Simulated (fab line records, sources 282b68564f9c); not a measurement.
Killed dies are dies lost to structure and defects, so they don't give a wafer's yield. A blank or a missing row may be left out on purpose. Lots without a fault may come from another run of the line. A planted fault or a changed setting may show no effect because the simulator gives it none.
Problem report in the 8D (eight disciplines) form, filled by code | flow rit_cmos | the parts of the form that need people (team, actions taken, sign-off) are left out

1. THE PROBLEM
NRETRO_TW at RIT_NRETRO_TW_MEAS_10 reads a mean of 1152 on 6 wafers of 2 lots; wafers without a fault read 1040 with a standard deviation of 12. That is +9.3 standard deviations from the usual mean.
First seen on wafer L881.1, day 5 05:03, on film_metro-01. The record holds 42 wafers of 14 lots with a number at this step. Rule for "out", or "out of limits": more than 4 standard deviations from the usual mean. The other wafers with a number count as sound.

2. WHAT IT IS AND WHAT IT IS NOT
question                    | is                     | is not
which readings at this step | NRETRO_TW              | -
which lots                  | L881, L884             | L869, L870, L871, L875, L876, L878, L879, L886, L887, L888, L889, L890
which wafers of those lots  | all that have a number | -
read on which gauges        | film_metro-01          | film_metro-02, film_metro-03
when                        | from day 5 05:03       | up to then (21 sound wafers); but 15 sound wafers of L886, L887, L888, L889, L890 came after

3. SUSPECTS, AND WHAT RULES EACH OUT
Counting: a tool at a process step up to the reading stays a suspect if it ran every lot that is out and no sound lot after the first of them.
- the gauge at RIT_NRETRO_TW_MEAS_10: ruled out. All the wafers that are out were read on film_metro-01, but those of them that RIT_NRETRO_IMPLANT_08 has rows for are out there too, on other tools.
- implanter-03 at RIT_NRETRO_IMPLANT_08: kept. It ran every lot that is out, first L881 (day 5 04:44), and no sound lot after that; its last sound lot up to then is L876 (day 4 04:29). Its own readings are out on those wafers: dose_ions_cm2, faraday_current_uA.
Left after counting: implanter-03 at RIT_NRETRO_IMPLANT_08.

4. THE CAUSE (what the simulator had put in)
Process parameter drift: implanter-03, from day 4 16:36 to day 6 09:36, at RIT_NRETRO_IMPLANT_08. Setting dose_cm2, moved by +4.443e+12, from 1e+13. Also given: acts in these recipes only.
Counting left only this tool.

5. THE CHAIN OF EFFECTS, in route order
Each row: a reading whose mean over the struck wafers that have a number lies more than 3 standard deviations from the usual. Only readings for which the record gives a usual standard deviation are gone through. hours: the time from each lot's start at the first step in this table that gives one to its start at this step, as a median over the lots. sigmas: the change in usual standard deviations.
hours | step                  | reading            | usual     | on struck wafers | change     | sigmas
0     | RIT_NRETRO_IMPLANT_08 | dose_ions_cm2      | 9.996e+12 | 1.444e+13        | +4.443e+12 | +99 or more
0     | RIT_NRETRO_IMPLANT_08 | faraday_current_uA | 31.6      | 45.4             | +13.8      | +25
0     | RIT_NRETRO_TW_MEAS_10 | NRETRO_TW          | 1040      | 1152             | +112       | +9.3
The process steps in it:
- RIT_NRETRO_IMPLANT_08

6. WHAT WOULD HAVE CAUGHT IT SOONER
In this record the first reading out of limits at a measuring or inspecting step was taken at day 5 05:03, 12 hours after the fault began at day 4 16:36.
The tool's own readings at RIT_NRETRO_IMPLANT_08 were out on every struck wafer that the step has a row for (dose_ions_cm2, faraday_current_uA): an alarm limit on them would have fired on the first of those.
Of the lots that are out (2), L884 began RIT_NRETRO_IMPLANT_08 on implanter-03 after day 5 05:03. A hold on the tool at that time would have spared it.
